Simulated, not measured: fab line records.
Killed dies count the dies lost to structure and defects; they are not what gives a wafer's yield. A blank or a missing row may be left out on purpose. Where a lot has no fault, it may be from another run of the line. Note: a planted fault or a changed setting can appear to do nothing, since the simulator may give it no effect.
Comparing a struck lot with a sound one    flow berkeleyCmos170    14 steps out of a route of 331
Sound: wafers L193.2, L193.5, L193.6. Struck: wafers L187.3, L187.4, L187.6. The cause is named last.
Order at every step that has rows: each side's tool, ch and its chambers, its first start. Under that, the readings that differ: sound wafers    struck wafers    difference of the means    sigmas: that difference in standard deviations of wafers without a fault.
alike: words and numbers the same on both sides, and readings whose means are apart by under 2 such deviations; not compared: readings that were withheld, readings missing a value for some wafer, numbers with overlapping values and no deviation given by the record, and bounds like >300 which may hide the same value.
Wherever a step has rows on one side only, a row that says differs or no value, or a row with sigmas, the two part there. Numbers that don't overlap but have no deviation are shown without sigmas and don't part them. Lack of a reading on every wafer of one side parts them only where that side has two or more wafers.

first, 3 steps without rows for these wafers: UCB170_PWELL_EXPOSE_10 (exposes mask PWELL, target cd 3000 nm); UCB170_PWELL_PEB_11; UCB170_PWELL_DEVELOP_12 (develop time 45 s).
UCB170_PWELL_OVL_MEAS_13:
  sound on overlay-01 at day 6 07:22; struck on overlay-01 at day 5 02:17
  alike: PWELL_OVL
UCB170_PWELL_ETCH_14: etches Si3N4 in CH3F/Ar/O2, stops on SiO2, target depth 242 nm, time 151 s.
  sound on rieDiel-03 ch 0,1,3, day 6 07:24; struck on rieDiel-03 ch 2,3, day 5 02:19
  alike: drypumpMotorCurrentA, oesProductAu, throttleValvePct
  not compared: rfHoursCounterH
then, 1 step without rows for these wafers: UCB170_PWELL_IMPLANT_15.
UCB170_PWELL_STRIP_16: strips in O2.
  sound on plasmaAsher-04 ch 0,1, day 6 07:39; struck on plasmaAsher-04 ch 0,1, day 5 02:36
  alike: drypumpMotorCurrentA, oesProductAu, stripTimeToEndpointS
  not compared: rfHoursCounterH
UCB170_PWELL_TW_MEAS_17:
  sound on filmMetro-01 at day 6 07:46; struck on filmMetro-01 at day 5 02:41
  alike: PWELL_TW
then, 4 steps without rows for these wafers: UCB170_PWELL_CLEAN_18 (cleans in SPM, time 600 s); UCB170_PWELL_WET_ETCH_19 (etches Si3N4 in H3PO4, time 14400 s); UCB170_PWELL_WET_ETCH_20 (etches SiO2 in BOE, time 22 s); UCB170_WELLDRIVE_CLEAN_00 (cleans in SPM, time 600 s).
UCB170_WELLDRIVE_OXIDATION_01: target thk 199 nm, ox time 9000 s.
  struck on furnace-03, day 5 09:41; sound on furnace-03 ch 0, day 6 17:04
  no value came back on the struck wafers for oxTempC (C), oxTempCMax, spikeTcCentreC (C); on the sound wafers oxTempC (C) reads 1100.6 1100.4 1100.6
then, 1 step without rows for these wafers: UCB170_WELLDRIVE_ANNEAL_03 (time 900 s).

WHERE THEY PART
Only at UCB170_WELLDRIVE_OXIDATION_01, within this record.

WHY: whatever the simulator had introduced
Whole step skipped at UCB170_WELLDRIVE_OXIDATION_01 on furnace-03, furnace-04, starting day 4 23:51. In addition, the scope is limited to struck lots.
